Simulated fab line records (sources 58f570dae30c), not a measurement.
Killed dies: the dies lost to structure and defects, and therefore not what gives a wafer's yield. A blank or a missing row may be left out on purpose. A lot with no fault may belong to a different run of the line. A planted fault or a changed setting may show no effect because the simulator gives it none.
Struck lot and sound lot, side by side / flow berkeley-cmos170 / 15 out of 331 route steps
Sound: these wafers, L394.1, L394.3, L394.5. Wafers struck: L387.2, L387.5, L387.6. At the end, the cause is stated.
Order at every step that has rows: each side's tool, ch and its chambers, its first start. Under that, the readings that differ: sound wafers / struck wafers / difference of the means / sigmas: that difference in standard deviations of wafers without a fault.
alike: same words and numbers on both sides, and readings whose means sit less than 2 such deviations apart. not compared: any withheld reading, any reading some wafer has no value for, any bound like >300 that may hide the same value, and any number with overlapping values for which the record gives no deviation.
A row with sigmas, a row that says differs or no value, or rows on one side alone: a step with any of these is where the two part. Non-overlapping numbers with no deviation appear without sigmas and do not part them. A reading missing from all wafers of one side parts the sides only when that side holds two or more wafers.

first, 5 steps without rows for these wafers: UCB170_NLDD_COAT_01 (resist thk 900 nm); UCB170_NLDD_SOFTBAKE_02 (time 60 s); UCB170_NLDD_EXPOSE_03 (exposes mask NSELECT, target cd 1200 nm); UCB170_NLDD_PEB_04; UCB170_NLDD_DEVELOP_05 (develop time 45 s).
UCB170_NLDD_CD_MEAS_06: the cd target is 1200 nm.
  sound: cd-sem-01 at day 9 09:52; struck: cd-sem-01 at day 7 11:37
reading=cd-nm (nm); sound=1199.2 1199.2 1199.4; struck=1194.1 1194.5 1195.1; difference=-4.7; sigmas=-3
UCB170_NLDD_OVL_MEAS_07:
  sound: overlay-01 at day 9 09:59; struck: overlay-02 at day 7 13:40
  alike: NLDD_OVL
then, 2 steps without rows for these wafers: UCB170_NLDD_IMPLANT_08; UCB170_NLDD_IMPLANT_09.
UCB170_NLDD_STRIP_10: strips in O2.
  sound on plasma-asher-01 ch 0,1, day 9 10:20; struck on plasma-asher-01 ch 0,1, day 7 14:06
  alike: drypump-motor-current-A, oes-product-au, strip-time-to-endpoint-s
  not compared: rf-hours-counter-h
UCB170_NLDD_TW_MEAS_11:
  sound: film-metro-04 at day 9 10:26; struck: film-metro-03 at day 7 14:14
reading=NLDD_TW; sound=2226 2236 2231; struck=2195 2182 2195; difference=-40; sigmas=-2
then, 1 step without rows for these wafers: UCB170_NLDD_CLEAN_12 (cleans in SPM, time 600 s).
UCB170_SPACER_CVD_00: deposits SiO2 from TEOS/O2, target thk 376 nm, time 47 s.
  sound on pecvd-04 ch 0,1, day 9 10:40; struck on pecvd-01 ch 0,2, day 7 14:44
  alike: heater-power-w
  not compared: since-wet-clean-h
UCB170_SPACER_THK_MEAS_01:
  sound: film-metro-02 at day 9 10:43; struck: film-metro-02 at day 7 15:08
reading=SPACER_TEOS_THK (nm); sound=366 373 376; struck=752 751 760; difference=+383; sigmas=+77
next, for these wafers, 1 step has no rows: UCB170_M3_PROBE_99.

WHERE THEY PART
Earliest at UCB170_NLDD_CD_MEAS_06; latest, in this record, at UCB170_SPACER_THK_MEAS_01.

WHY: whatever the simulator had introduced
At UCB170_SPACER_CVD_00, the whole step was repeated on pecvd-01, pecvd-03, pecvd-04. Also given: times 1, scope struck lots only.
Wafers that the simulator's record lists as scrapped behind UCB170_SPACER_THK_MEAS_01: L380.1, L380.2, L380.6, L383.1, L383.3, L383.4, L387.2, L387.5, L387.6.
